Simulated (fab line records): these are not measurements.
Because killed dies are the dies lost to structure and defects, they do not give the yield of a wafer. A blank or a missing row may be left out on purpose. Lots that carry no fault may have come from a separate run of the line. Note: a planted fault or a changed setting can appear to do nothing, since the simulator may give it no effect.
Split-lot experiment | flow berkeley_cmos170 | route with 331 steps; 5 lots, 23 wafers read

ABOUT THE SPLIT
At UCB170_PSD_IMPLANT_08, the setting energy_kev was moved away from the recipe's 20 on 10 of the 23 wafers read, by -4.6% to +5.2%. This setting was run at the recipe's value on the other wafers.

Reading taken at the split's own step.

THE READING
In nm, at UCB170_PSD_IMPLANT_08: implant.drp_nm, which is the simulator's own figure and was read by no gauge. No usual value for it is given in the file.

wafer  | tool, chamber at the split | energy_kev as run | against the recipe | implant.drp_nm, nm | against lot-mates on the recipe
L079.1 | implanter-03, 0            | 19.07             | -4.6%              | 27.41              | -0.93
L079.6 | implanter-03, 0            | 19.07             | -4.6%              | 27.41              | -0.93
L079.2 | implanter-03, 0            | 20                | recipe             | 28.34              | -
L079.3 | implanter-03, 0            | 20                | recipe             | 28.34              | -
L079.5 | implanter-03, 0            | 20                | recipe             | 28.34              | -
L078.1 | implanter-02, 0            | 21.03             | +5.2%              | 29.5               | +1.16
L078.2 | implanter-02, 0            | 21.03             | +5.2%              | 29.5               | +1.16
L078.4 | implanter-02, 0            | 21.03             | +5.2%              | 29.5               | +1.16
L078.5 | implanter-02, 0            | 20                | recipe             | 28.34              | -
L078.6 | implanter-02, 0            | 20                | recipe             | 28.34              | -
L081.1 | implanter-03, 0            | 20                | recipe             | 28.34              | -
L081.2 | implanter-03, 0            | 20                | recipe             | 28.34              | -
L081.6 | implanter-03, 0            | 20                | recipe             | 28.34              | -
L084.1 | implanter-03, 0            | 20                | recipe             | 28.34              | -
L084.2 | implanter-03, 0            | 20                | recipe             | 28.34              | -
L084.6 | implanter-03, 0            | 20                | recipe             | 28.34              | -
L084.4 | implanter-03, 0            | 20.65             | +3.2%              | 29.04              | +0.70
L084.5 | implanter-03, 0            | 20.65             | +3.2%              | 29.04              | +0.70
L085.1 | implanter-02, 0            | 20                | recipe             | 28.34              | -
L085.2 | implanter-02, 0            | 20                | recipe             | 28.34              | -
L085.4 | implanter-02, 0            | 19.13             | -4.4%              | 27.47              | -0.87
L085.5 | implanter-02, 0            | 19.13             | -4.4%              | 27.47              | -0.87
L085.6 | implanter-02, 0            | 19.13             | -4.4%              | 27.47              | -0.87

THE FIT
A straight line over all 23 wafers: implant.drp_nm changes by +0.212 nm for each +1% of energy_kev; r = +1.00; the points scatter about the line by 0.029 nm.
The same after taking each lot's own level away (the mean of its wafers on the recipe; 23 wafers): +0.212 nm for each +1%; r = +1.00; scatter 0.029 nm.
That fit puts the effect of the largest move of energy_kev on the reading at 1.1 nm.
The lots' own levels span 28.340 to 28.340 nm.
Hence the lot-to-lot level has little effect on the slope; both slopes agree.
Check: with one of the wafers moved furthest among these (+5.2%) left out of the fit, the line predicts +1.1 nm for it against its lot-mates. Against them it came out at +1.16 nm.

OTHER SPLITS ON THESE WAFERS
Other splits were also applied to these wafers ahead of the reading. Each is held against what the fit with the lots' levels taken away leaves over:
other split on the same wafers   | wafers away from the commonest value | r with implant.drp_nm (lot level and that fit taken away)
UCB170_NWELL_CVD_04 time_s       | 18                                   | -0.43
UCB170_NWELL_ETCH_13 time_s      | 8                                    | -0.54
UCB170_ACTIVE_EXPOSE_10 dose_mj  | 8                                    | +0.13
UCB170_PVT_IMPLANT_07 energy_kev | 11                                   | +0.17
UCB170_PLDD_EXPOSE_03 dose_mj    | 7                                    | +0.07

THE WHOLE CHAIN: every reading that the file lists as answering this split, in the file's order
step                  | what it does | reading                                                         | change (the file's fit)               | r (the file's)
UCB170_PSD_IMPLANT_08 |              | implant.rp_nm (the simulator's own value, which no gauge read)  | +0.653 nm for each +1% of the setting | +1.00
UCB170_PSD_IMPLANT_08 |              | implant.drp_nm (the simulator's own value, which no gauge read) | +0.211 nm for each +1% of the setting | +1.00
UCB170_PSD_STRIP_09   | strips in O2 | strip_time_to_endpoint_s                                        | withheld for each +1% of the setting  | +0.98

THE FILE'S OWN FIT
implant.drp_nm changes by +0.211 nm for each +1% of energy_kev, r = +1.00.
